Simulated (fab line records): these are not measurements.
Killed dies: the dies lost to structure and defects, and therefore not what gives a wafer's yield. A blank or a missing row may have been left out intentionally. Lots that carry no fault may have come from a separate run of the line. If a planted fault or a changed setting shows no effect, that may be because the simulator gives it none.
Tool commonality check :: flow ritCmos :: 14 lots, 48 wafers sampled

WHY THIS WAS OPENED
At RIT_GATE_THK_MEAS_09 the reading GATE_POLY_THK is flagged on 2 of 14 lots. Wafers without a fault read 248.8 nm, standard deviation 1.9.
Rule: a lot is flagged in two cases, either no wafer of it has a number, or all its wafers with numbers fall more than 4 standard deviations from that mean. As for the other lots, they are considered sound.

lot: L307
measured: day 3 11:04
on: filmMetro-02
GATE_POLY_THK (nm), wafer by wafer: 246.3 245.4 247.9
flag: 

lot: L308
measured: day 3 19:56
on: filmMetro-02
GATE_POLY_THK (nm), wafer by wafer: 248.6 247.7 247.1
flag: 

lot: L309
measured: day 3 22:53
on: filmMetro-02
GATE_POLY_THK (nm), wafer by wafer: 248.4 249.3 247.1
flag: 

lot: L310
measured: day 4 00:49
on: filmMetro-04
GATE_POLY_THK (nm), wafer by wafer: 246.6 248.3 248.5
flag: 

lot: L312
measured: day 4 10:16
on: filmMetro-02
GATE_POLY_THK (nm), wafer by wafer: 248.0 247.3 245.6
flag: 

lot: L313
measured: day 4 16:05
on: filmMetro-01
GATE_POLY_THK (nm), wafer by wafer: 246.4 247.2 248.4
flag: 

lot: L315
measured: day 4 23:37
on: filmMetro-04
GATE_POLY_THK (nm), wafer by wafer: 251.5 251.0 250.2
flag: 

lot: L316
measured: day 5 05:17
on: filmMetro-04
GATE_POLY_THK (nm), wafer by wafer: 244.9 247.5 246.9
flag: 

lot: L319
measured: day 5 20:22
on: filmMetro-02
GATE_POLY_THK (nm), wafer by wafer: 250.4 248.9 250.8
flag: 

lot: L321
measured: day 6 06:29
on: filmMetro-01
GATE_POLY_THK (nm), wafer by wafer: 270.9 270.5 272.3 271.0 270.7 272.1
flag: FLAGGED

lot: L323
measured: day 6 12:14
on: filmMetro-04
GATE_POLY_THK (nm), wafer by wafer: 273.8 271.5 272.3 273.7 271.4 272.3
flag: FLAGGED

lot: L324
measured: day 6 20:16
on: filmMetro-04
GATE_POLY_THK (nm), wafer by wafer: 251.2 250.6 251.8
flag: 

lot: L325
measured: day 7 01:00
on: filmMetro-01
GATE_POLY_THK (nm), wafer by wafer: 247.5 245.6 247.7
flag: 

lot: L326
measured: day 7 07:58
on: filmMetro-02
GATE_POLY_THK (nm), wafer by wafer: 248.5 247.4 250.3
flag: 
The numbers of the flagged lots are 271.9 nm on average: +23.1 nm against the usual, or +12 standard deviations.

WHICH TOOL EACH LOT WENT THROUGH
The record holds 1 process step before the reading, out of a route of 202 steps. In each cell: the tool, then ch and the chambers that the sampled wafers went through, then the start.
lot: L307
flag: 
RIT_GATE_CVD_08: lpcvd-01 ch 1, day 3 09:27

lot: L308
flag: 
RIT_GATE_CVD_08: lpcvd-02 ch 0, day 3 18:19

lot: L309
flag: 
RIT_GATE_CVD_08: lpcvd-02 ch 0, day 3 21:14

lot: L310
flag: 
RIT_GATE_CVD_08: lpcvd-02 ch 1, day 3 23:12

lot: L312
flag: 
RIT_GATE_CVD_08: lpcvd-02 ch 1, day 4 08:38

lot: L313
flag: 
RIT_GATE_CVD_08: lpcvd-01 ch 1, day 4 14:28

lot: L315
flag: 
RIT_GATE_CVD_08: lpcvd-01 ch 1, day 4 21:59

lot: L316
flag: 
RIT_GATE_CVD_08: lpcvd-02 ch 1, day 5 03:38

lot: L319
flag: 
RIT_GATE_CVD_08: lpcvd-02 ch 0, day 5 18:45

lot: L321
flag: FLAGGED
RIT_GATE_CVD_08: lpcvd-02 ch 0, day 6 04:50

lot: L323
flag: FLAGGED
RIT_GATE_CVD_08: lpcvd-02 ch 0, day 6 10:37

lot: L324
flag: 
RIT_GATE_CVD_08: lpcvd-01 ch 1, day 6 18:38

lot: L325
flag: 
RIT_GATE_CVD_08: lpcvd-02 ch 1, day 6 23:23

lot: L326
flag: 
RIT_GATE_CVD_08: lpcvd-01 ch 1, day 7 06:19
These steps, and what they do:
- RIT_GATE_CVD_08: deposits poly-Si from SiH4, target thk 250 nm, time 2220 s.
- RIT_GATE_THK_MEAS_09

FLAGGED AGAINST TOTAL, ONE TOOL AT A TIME (gauges that did the reading follow at the end)
step: RIT_GATE_CVD_08
tool: lpcvd-01
lots run: 5
flagged: 0
share of the flagged lots: none
sound lots run after its first flagged lot: -

step: RIT_GATE_CVD_08
tool: lpcvd-02
lots run: 9
flagged: 2
share of the flagged lots: all
sound lots run after its first flagged lot: 1 (L325)

step: RIT_GATE_THK_MEAS_09
tool: filmMetro-01
lots run: 3
flagged: 1
share of the flagged lots: some
sound lots run after its first flagged lot: 1 (L325)

step: RIT_GATE_THK_MEAS_09
tool: filmMetro-02
lots run: 6
flagged: 0
share of the flagged lots: none
sound lots run after its first flagged lot: -

step: RIT_GATE_THK_MEAS_09
tool: filmMetro-04
lots run: 5
flagged: 1
share of the flagged lots: some
sound lots run after its first flagged lot: 1 (L324)

WHAT THE TABLE PERMITS
1 row of the table ran every flagged lot: lpcvd-02 at RIT_GATE_CVD_08.
- lpcvd-02 at RIT_GATE_CVD_08 ran 9 lots, 2 of them flagged. Lots that were sound ran on it after the first flagged one (L325); a persistent fault on the entire tool would not allow that. Its own readings lie more than 4 standard deviations out on every wafer of the flagged lots: pressureMtorr.
There is no row in the table that ran each flagged lot and no sound lot after the first.

WHAT HAD BEEN PUT IN BY THE SIMULATOR
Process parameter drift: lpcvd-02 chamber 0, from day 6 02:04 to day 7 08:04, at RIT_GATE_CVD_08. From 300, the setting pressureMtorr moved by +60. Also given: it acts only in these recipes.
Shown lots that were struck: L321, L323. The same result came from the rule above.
